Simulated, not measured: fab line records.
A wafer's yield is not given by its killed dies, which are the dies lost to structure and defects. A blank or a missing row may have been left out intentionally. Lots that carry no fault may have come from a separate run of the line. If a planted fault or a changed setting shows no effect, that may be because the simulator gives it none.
A lot that was struck, set against a sound lot -- flow rit-cmos -- 15 out of 202 route steps
Sound: wafers L709.3, L709.4, L709.5. The struck wafers were L719.4, L719.5, L719.6. The cause is named last.
At each step with rows: each side's tool, then ch and its chambers, then its first start. Under that, the readings that differ: sound wafers -- struck wafers -- difference of the means -- sigmas: that difference in standard deviations of wafers without a fault.
alike: same words and numbers on both sides, and readings whose means sit less than 2 such deviations apart. not compared: any withheld reading, any reading some wafer has no value for, any bound like >300 that may hide the same value, and any number with overlapping values for which the record gives no deviation.
A row with sigmas, a row that says differs or no value, or rows on one side alone: a step with any of these is where the two part. Numbers that don't overlap but have no deviation are shown without sigmas and don't part them. A reading missing from all wafers of one side parts the sides only when that side holds two or more wafers.

RIT_NWELL_TW_MEAS_10:
  sound on film-metro-03, day 3 17:57; struck on film-metro-03, day 5 19:58
  alike: NWELL_TW
then, 6 steps without rows for these wafers: RIT_PWELL_HMDS_00 (prime time 60 s); RIT_PWELL_COAT_01 (resist thk 1300 nm); RIT_PWELL_SOFTBAKE_02 (time 60 s); RIT_PWELL_EXPOSE_03 (exposes mask M3, target cd 43700 nm); RIT_PWELL_PEB_04; RIT_PWELL_DEVELOP_05 (develop time 68 s).
RIT_PWELL_OVL_MEAS_06:
  sound on overlay-02, day 3 18:53; struck on overlay-02, day 5 21:04
  alike: PWELL_OVL
then, 2 steps without rows for these wafers: RIT_PWELL_HARDBAKE_07 (time 120 s); RIT_PWELL_IMPLANT_08.
RIT_PWELL_STRIP_09: strips in O2, time 180 s.
  sound on plasma-asher-03 ch 0,1, day 3 19:22; struck on plasma-asher-03 ch 0,1, day 5 21:33
  alike: drypump-motor-current-A
  not compared: rf-hours-counter-h
RIT_PWELL_TW_MEAS_10:
  sound on film-metro-04, day 3 19:30; struck on film-metro-04, day 5 21:42
  alike: PWELL_TW
RIT_WELLDRIVE_ANNEAL_00: time 14700 s.
  sound on furnace-01 ch 0, day 3 20:05; struck on furnace-01 ch 0, day 6 03:20
  alike: tube_center_temp_C_max, zone-power-source-pct
RIT_WELLDRIVE_RS_MEAS_01: the measuring method here is four-point-probe.
  sound on film-metro-03, day 4 01:12; struck on film-metro-02, day 6 08:39
  alike: NWELL_RS
RIT_M1_PROBE_99:
  sound on prober-01, day 5 05:24; struck on prober-01, day 7 16:07
  alike: killed-at-front-end, killed-dies, killed-open, killed-short

== WHERE THEY PART ==
Nowhere in this record.

WHY: whatever the simulator had introduced
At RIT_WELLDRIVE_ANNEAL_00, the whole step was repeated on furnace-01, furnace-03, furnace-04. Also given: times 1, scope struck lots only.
